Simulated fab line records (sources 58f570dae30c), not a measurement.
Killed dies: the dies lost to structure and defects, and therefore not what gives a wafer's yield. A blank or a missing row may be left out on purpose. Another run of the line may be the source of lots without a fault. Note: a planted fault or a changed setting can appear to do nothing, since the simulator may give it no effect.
8D (eight disciplines) problem report, filled in by code | flow berkeley cmos170 | the parts of the form that need people (team, actions taken, sign-off) are left out

== 1. WHAT IS WRONG ==
Wafers without a fault read 182.4 s, standard deviation 0.4; run length s at UCB170_NWELL_ETCH_13 reads a mean of 174.5 s on 6 wafers belonging to 2 lots. That puts it -20 standard deviations away from the usual mean.
The step: etches Si3N4 in CH3F/Ar/O2, stops on SiO2, target depth 246.4 nm, time 154 s.
First observed at day 4 11:45: wafer L142.1, on rie diel-02. Wafers with a number at this step in the record: 18, from 6 lots. By rule, "out" or "out of limits" means more than 4 standard deviations away from the usual mean. All remaining wafers that have a number are taken as sound.

== 2. WHAT THIS IS AND IS NOT ==
question                    | is                     | is not
which readings at this step | run length s           | drypump motor current A
which lots                  | L142, L144             | L131, L137, L150, L151
which wafers of those lots  | all that have a number | -
read on which tools         | rie diel-02            | rie diel-01, rie diel-03
when                        | from day 4 11:45       | up to then (6 sound wafers); but 6 sound wafers of L150, L151 came after

== 3. WHAT RULES OUT EACH SUSPECT ==
Counting: any tool at a process step up to the reading is kept as a suspect provided that every lot that is out went through it and no sound lot did after the first of them.
- rie diel-02 at UCB170_NWELL_ETCH_13 (etches Si3N4 in CH3F/Ar/O2, stops on SiO2, target depth 246.4 nm, time 154 s): kept. It ran every lot that is out, first L142 (day 4 11:45), and no sound lot after that; its last sound lot up to then is L131 (day 2 06:01). Its own readings are out on those wafers: run length s.
Remaining after the count: rie diel-02 at UCB170_NWELL_ETCH_13.

== 4. THE CAUSE (what the simulator had put in) ==
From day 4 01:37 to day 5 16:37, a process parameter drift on rie diel-02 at UCB170_NWELL_ETCH_13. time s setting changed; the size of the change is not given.
Only this tool survived the counting.

== 5. SEQUENCE OF EFFECTS, ordered by route ==
Each row: a reading whose mean over the struck wafers that have a number lies more than 3 standard deviations from the usual. Scope: only readings with a usual standard deviation given in the record; hours: median across lots of the time from each lot's start at the first step in this table that gives one to its start at this step; sigmas: change in usual standard deviations.
hours | step                 | reading      | usual   | on struck wafers | change | sigmas
0     | UCB170_NWELL_ETCH_13 | run length s | 182.4 s | 174.5            | -7.9   | -20
Its process steps:
- UCB170_NWELL_ETCH_13: etches Si3N4 in CH3F/Ar/O2, stops on SiO2, target depth 246.4 nm, time 154 s.

== 6. WHAT WOULD HAVE CAUGHT IT SOONER ==
In this record no reading fell out of limits until day 4 11:45, 10 hours after the fault had begun at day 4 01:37.
